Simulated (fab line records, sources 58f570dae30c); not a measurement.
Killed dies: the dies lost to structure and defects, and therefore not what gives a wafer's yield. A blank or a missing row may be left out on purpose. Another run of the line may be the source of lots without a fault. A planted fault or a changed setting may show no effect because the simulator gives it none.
Which tool was responsible? + flow berkeleyCmos170 + 14 lots with 42 wafers sampled at 6 steps, on a route of 331 steps

WHAT THE GAUGES SHOWED, per wafer
UCB170_SDANNEAL_RS_MEAS_03: uses a four-point probe to measure.
| lot  | measured     | on           | NSD_RS (ohm/sq)   |
|------|--------------|--------------|-------------------|
| L450 | day 6 10:20  | filmMetro-03 | 37.25 37.30 37.21 |
| L451 | day 6 15:45  | filmMetro-04 | 37.22 37.18 37.16 |
| L453 | day 7 04:17  | filmMetro-04 | 37.39 37.43 37.37 |
| L456 | day 7 13:46  | filmMetro-03 | 37.17 37.24 37.21 |
| L457 | day 7 13:58  | filmMetro-04 | 37.13 37.19 37.17 |
| L459 | day 8 07:01  | filmMetro-01 | 37.17 37.27 37.20 |
| L462 | day 8 21:47  | filmMetro-03 | 37.14 37.18 37.22 |
| L461 | day 8 22:03  | filmMetro-04 | 37.41 37.35 37.32 |
| L464 | day 9 09:12  | filmMetro-04 | 37.31 37.26 37.26 |
| L465 | day 10 00:23 | filmMetro-01 | 37.20 37.20 37.15 |
| L466 | day 10 08:20 | filmMetro-03 | 37.36 37.37 37.29 |
| L469 | day 10 11:19 | filmMetro-03 | 37.00 37.10 37.04 |
| L468 | day 10 13:20 | filmMetro-03 | 37.22 37.23 37.26 |
| L473 | day 11 22:31 | filmMetro-03 | 37.25 37.17 37.17 |

UCB170_M1_CD_MEAS_90: the cd target is 700 nm.
| lot  | measured     | on       | cdNm (nm)         |
|------|--------------|----------|-------------------|
| L450 | day 6 18:24  | cdSem-02 | 700.5 702.2 702.2 |
| L451 | day 6 22:26  | cdSem-01 | 700.9 700.9 698.9 |
| L453 | day 7 13:05  | cdSem-02 | 698.9 699.3 698.9 |
| L456 | day 7 20:43  | cdSem-02 | 701.3 702.6 703.7 |
| L457 | day 7 21:50  | cdSem-02 | 702.8 702.2 700.8 |
| L459 | day 8 14:02  | cdSem-01 | 702.7 705.6 704.9 |
| L462 | day 9 06:08  | cdSem-01 | 703.5 700.6 701.2 |
| L461 | day 9 06:28  | cdSem-01 | 696.8 697.8 697.3 |
| L464 | day 9 17:01  | cdSem-01 | 694.5 699.5 696.9 |
| L465 | day 10 08:27 | cdSem-02 | 701.0 701.3 701.4 |
| L466 | day 10 16:54 | cdSem-02 | 692.7 692.4 692.9 |
| L469 | day 10 20:25 | cdSem-02 | 695.8 695.0 696.9 |
| L468 | day 10 21:34 | cdSem-01 | 700.1 702.3 700.7 |
| L473 | day 12 06:40 | cdSem-01 | 697.7 699.6 698.8 |

TOOL THAT RAN EACH LOT (tool first, then ch and the chambers of the sampled wafers, then the start)
| lot  | UCB170_CONTACT_STRIP_06             | UCB170_M1_SPUTTER_00        | UCB170_M1_METAL_ETCH_12          | UCB170_M1_STRIP_13                  |
|------|-------------------------------------|-----------------------------|----------------------------------|-------------------------------------|
| L450 | plasmaAsher-03 ch 0,1, day 6 14:40  | pvdSputter-02, day 6 16:53  | rieMetal-01 ch 0,1, day 6 18:10  | plasmaAsher-02 ch 0,1, day 6 18:18  |
| L451 | plasmaAsher-01 ch 0,1, day 6 19:01  | pvdSputter-04, day 6 20:55  | rieMetal-02 ch 0,1, day 6 22:11  | plasmaAsher-04 ch 0,1, day 6 22:19  |
| L453 | plasmaAsher-03 ch 0,1, day 7 07:44  | pvdSputter-04, day 7 10:43  | rieMetal-02 ch 0,1, day 7 12:49  | plasmaAsher-04 ch 0,1, day 7 12:59  |
| L456 | plasmaAsher-03 ch 0,1, day 7 17:04  | pvdSputter-03, day 7 19:10  | rieMetal-04 ch 0,1, day 7 20:29  | plasmaAsher-04 ch 0,1, day 7 20:37  |
| L457 | plasmaAsher-02 ch 0,1, day 7 18:23  | pvdSputter-02, day 7 20:17  | rieMetal-02 ch 0,1, day 7 21:37  | plasmaAsher-02 ch 0,1, day 7 21:44  |
| L459 | plasmaAsher-02 ch 0,1, day 8 10:21  | pvdSputter-04, day 8 12:31  | rieMetal-02 ch 0,1, day 8 13:48  | plasmaAsher-01 ch 0,1, day 8 13:56  |
| L462 | plasmaAsher-01 ch 0,1, day 9 00:59  | pvdSputter-03, day 9 04:26  | rieMetal-02 ch 0,1, day 9 05:51  | plasmaAsher-04 ch 0,1, day 9 05:59  |
| L461 | plasmaAsher-02 ch 0,1, day 9 02:53  | pvdSputter-02, day 9 04:47  | rieMetal-01 ch 0,1, day 9 06:13  | plasmaAsher-02 ch 1, day 9 06:21    |
| L464 | plasmaAsher-02 ch 0,1, day 9 12:52  | pvdSputter-03, day 9 15:15  | rieMetal-04 ch 0,1, day 9 16:46  | plasmaAsher-02 ch 0,1, day 9 16:54  |
| L465 | plasmaAsher-02 ch 0,1, day 10 04:02 | pvdSputter-03, day 10 06:38 | rieMetal-01 ch 0,1, day 10 08:11 | plasmaAsher-04 ch 0,1, day 10 08:19 |
| L466 | plasmaAsher-02 ch 0,1, day 10 11:39 | pvdSputter-03, day 10 15:14 | rieMetal-02 ch 1, day 10 16:38   | plasmaAsher-01 ch 0,1, day 10 16:47 |
| L469 | plasmaAsher-01 ch 0,1, day 10 16:08 | pvdSputter-02, day 10 18:31 | rieMetal-02 ch 0,1, day 10 20:11 | plasmaAsher-01 ch 0,1, day 10 20:18 |
| L468 | plasmaAsher-03 ch 0,1, day 10 17:20 | pvdSputter-03, day 10 19:39 | rieMetal-04 ch 0, day 10 21:19   | plasmaAsher-04 ch 0,1, day 10 21:26 |
| L473 | plasmaAsher-01 ch 0,1, day 12 02:16 | pvdSputter-02, day 12 04:37 | rieMetal-04 ch 0,1, day 12 06:26 | plasmaAsher-01 ch 0,1, day 12 06:34 |
- UCB170_CONTACT_STRIP_06: strips in O2.
- UCB170_M1_SPUTTER_00: material Al, target thk 600 nm, time 80 s.
- UCB170_M1_METAL_ETCH_12: etches Al in Cl2/BCl3, stops on PSG, target depth 780 nm, time 130 s.
- UCB170_M1_STRIP_13: strips in O2.

AS READ BY THE TOOLS THEMSELVES (means over the sampled wafers that have a number; for cases with no such wafer, the mark the record gives instead)
UCB170_CONTACT_STRIP_06.
| lot  | tool           | drypumpMotorCurrentA (A) | oesProductAu (a.u.) | stripTimeToEndpointS (s) |
|------|----------------|--------------------------|---------------------|--------------------------|
| L450 | plasmaAsher-03 | 5.6                      | 0.733               | 22.02                    |
| L451 | plasmaAsher-01 | 5.7                      | 0.733               | 21.94                    |
| L453 | plasmaAsher-03 | 5.6                      | 0.733               | 22.10                    |
| L456 | plasmaAsher-03 | 5.6                      | 0.738               | 21.99                    |
| L457 | plasmaAsher-02 | 6.2                      | 0.729               | 21.96                    |
| L459 | plasmaAsher-02 | 6.1                      | 0.739               | 21.98                    |
| L462 | plasmaAsher-01 | 5.7                      | 0.737               | 21.98                    |
| L461 | plasmaAsher-02 | 6.0                      | 0.735               | 21.91                    |
| L464 | plasmaAsher-02 | 6.0                      | 0.736               | 21.93                    |
| L465 | plasmaAsher-02 | 6.0                      | 0.734               | 22.06                    |
| L466 | plasmaAsher-02 | 6.0                      | 0.737               | 21.92                    |
| L469 | plasmaAsher-01 | 5.7                      | 0.735               | 22.05                    |
| L468 | plasmaAsher-03 | 5.6                      | 0.734               | 21.96                    |
| L473 | plasmaAsher-01 | 6.1                      | 0.734               | 21.97                    |

UCB170_M1_SPUTTER_00.
| lot  | tool          | throttleValvePct (%) |
|------|---------------|----------------------|
| L450 | pvdSputter-02 | 30.4                 |
| L451 | pvdSputter-04 | 30.8                 |
| L453 | pvdSputter-04 | 31.5                 |
| L456 | pvdSputter-03 | 28.2                 |
| L457 | pvdSputter-02 | 30.3                 |
| L459 | pvdSputter-04 | 30.2                 |
| L462 | pvdSputter-03 | 28.4                 |
| L461 | pvdSputter-02 | 30.3                 |
| L464 | pvdSputter-03 | 27.6                 |
| L465 | pvdSputter-03 | 28.2                 |
| L466 | pvdSputter-03 | 28.3                 |
| L469 | pvdSputter-02 | 30.2                 |
| L468 | pvdSputter-03 | 28.2                 |
| L473 | pvdSputter-02 | 30.4                 |

UCB170_M1_METAL_ETCH_12.
| lot  | tool        | drypumpMotorCurrentA (A) | oesProductAu (a.u.) | throttleValvePct (%) |
|------|-------------|--------------------------|---------------------|----------------------|
| L450 | rieMetal-01 | 5.1                      | 0.837               | 24.32                |
| L451 | rieMetal-02 | 5.7                      | 0.862               | 24.58                |
| L453 | rieMetal-02 | 5.7                      | 0.854               | 24.58                |
| L456 | rieMetal-04 | 5.4                      | 0.829               | 24.32                |
| L457 | rieMetal-02 | 5.6                      | 0.866               | 24.50                |
| L459 | rieMetal-02 | 5.6                      | 0.862               | 24.50                |
| L462 | rieMetal-02 | 5.7                      | 0.849               | 24.59                |
| L461 | rieMetal-01 | 5.2                      | 0.848               | 24.33                |
| L464 | rieMetal-04 | 5.7                      | 0.845               | 24.37                |
| L465 | rieMetal-01 | 5.2                      | 0.845               | 24.32                |
| L466 | rieMetal-02 | 5.7                      | 0.771               | 24.69                |
| L469 | rieMetal-02 | 5.7                      | 0.771               | 24.61                |
| L468 | rieMetal-04 | 5.1                      | 0.829               | 24.25                |
| L473 | rieMetal-04 | 5.7                      | 0.841               | 24.38                |

UCB170_M1_STRIP_13.
| lot  | tool           | drypumpMotorCurrentA (A) | oesProductAu (a.u.) |
|------|----------------|--------------------------|---------------------|
| L450 | plasmaAsher-02 | 6.0                      | 0.720               |
| L451 | plasmaAsher-04 | 5.2                      | 0.718               |
| L453 | plasmaAsher-04 | 5.2                      | 0.720               |
| L456 | plasmaAsher-04 | 5.2                      | 0.719               |
| L457 | plasmaAsher-02 | 6.0                      | 0.721               |
| L459 | plasmaAsher-01 | 6.2                      | 0.724               |
| L462 | plasmaAsher-04 | 5.2                      | 0.718               |
| L461 | plasmaAsher-02 | 5.8                      | 0.719               |
| L464 | plasmaAsher-02 | 6.0                      | 0.722               |
| L465 | plasmaAsher-04 | 5.2                      | 0.723               |
| L466 | plasmaAsher-01 | 5.8                      | 0.674               |
| L469 | plasmaAsher-01 | 6.1                      | 0.676               |
| L468 | plasmaAsher-04 | 5.2                      | 0.719               |
| L473 | plasmaAsher-01 | 5.7                      | 0.719               |

THE ANSWER, worked out from the rows above alone
Rule: the usual values come from the lots themselves. The widest of any qualifying gaps counts: lots, ordered by their means at a reading, are off when they make up no more than a third of the lots, leave a main group of 4 or more, and stand apart from it by 3 or more times the standard deviation of that group's means. A main group whose means are all the same, to the digits that the tables above print for the reading, isn't used. A lot without any number at a reading at which 4 lots or more have one is off too. Any other lot the step has rows for is counted as sound. Order of review: gauges by route order, followed by the tools' own readings, for which a lot's mean as printed above is used. The first step at which some lot is off is used, and at that step the reading that is off furthest; a lot without a number counts as furthest.
Off, at UCB170_M1_METAL_ETCH_12 on oesProductAu: L466, L469. The main group: mean 0.847 a.u., standard deviation 0.012.
If a tool, at that step or one of the process steps before it, ran each lot that is off and ran no sound lot following the first of them, it fits. One fits: rieMetal-02 at UCB170_M1_METAL_ETCH_12. A fault onset in the window from L462 (day 9 05:51, its last sound lot) to L466 (day 10 16:38, its first lot off) fits.
The tool's own readings at UCB170_M1_METAL_ETCH_12 bear it out: on the lots that are off they differ by more than 5 times the standard deviation of the sound lots' means. oesProductAu reads 0.771 a.u. there against 0.847 a.u. on the sound lots.

WHAT THE SIMULATOR PUT IN
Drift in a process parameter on rieMetal-02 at UCB170_M1_METAL_ETCH_12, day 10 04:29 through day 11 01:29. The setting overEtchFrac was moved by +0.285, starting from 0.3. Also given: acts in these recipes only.
Lots struck among those shown: L466, L469. The same result came from the rule above.
